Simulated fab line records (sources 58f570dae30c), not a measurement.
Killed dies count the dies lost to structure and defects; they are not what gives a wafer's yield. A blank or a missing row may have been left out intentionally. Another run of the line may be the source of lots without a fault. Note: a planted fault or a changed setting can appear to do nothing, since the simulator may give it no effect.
Problem report in the 8D (eight disciplines) form, filled by code -- flow berkeley-cmos170 -- the parts of the form that need people (team, actions taken, sign-off) are left out

## 1. PROBLEM STATEMENT
dose-ions-cm2 at UCB170_NWELL_IMPLANT_14 reads a mean of 9.8060e+12 on 6 wafers of 2 lots; wafers without a fault read 1.0003e+13 with a standard deviation of 9.6e+09. Measured from the usual mean, that is -21 standard deviations.
First seen on wafer L415.2, day 4 23:19, on implanter-02. At this step, 18 wafers from 6 lots have a number in the record. By rule, "out" or "out of limits" means more than 4 standard deviations away from the usual mean. All remaining wafers that have a number are taken as sound.

## 2. WHAT IT IS AND WHAT IT IS NOT
question,is,is not
which readings at this step,dose-ions-cm2,-
which lots,"L415, L416","L407, L409, L417, L424"
which wafers of those lots,all that have a number,-
read on which tools,implanter-02,"implanter-01, implanter-03"
when,from day 4 23:19,"up to then (6 sound wafers); but 6 sound wafers of L417, L424 came after"

## 3. WHAT RULES OUT EACH SUSPECT
Counting: a tool at any process step up to the reading remains a suspect when it ran all the lots that are out and ran no sound lot after the first of those.
- implanter-02 at UCB170_NWELL_IMPLANT_14: kept. It ran every lot that is out, first L415 (day 4 23:19), and no sound lot after that; its last sound lot up to then is L409 (day 3 15:35). Its own readings are out on those wafers: dose-ions-cm2.
After counting, what remains is implanter-02 at UCB170_NWELL_IMPLANT_14.

## 4. THE CAUSE (what the simulator had put in)
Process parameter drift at UCB170_NWELL_IMPLANT_14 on implanter-02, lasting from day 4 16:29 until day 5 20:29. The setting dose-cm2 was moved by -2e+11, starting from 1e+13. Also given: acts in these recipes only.
Only this tool survived the counting.

## 5. SEQUENCE OF EFFECTS, ordered by route
Rows list readings where the struck wafers' mean (over those with a number) sits beyond 3 standard deviations from the usual. Only readings for which the record gives a usual standard deviation are gone through. hours: the time from each lot's start at the first step in this table that gives one to its start at this step, as a median over the lots. sigmas: the change in usual standard deviations.
hours,step,reading,usual,on struck wafers,change,sigmas
0,UCB170_NWELL_IMPLANT_14,dose-ions-cm2,1.0003e+13,9.8060e+12,-1.9700e+11,-21
Its process steps:
- UCB170_NWELL_IMPLANT_14

## 6. HOW IT WOULD HAVE BEEN CAUGHT EARLIER
In this record the first reading out of limits was taken at day 4 23:19, 7 hours after the fault began at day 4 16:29.
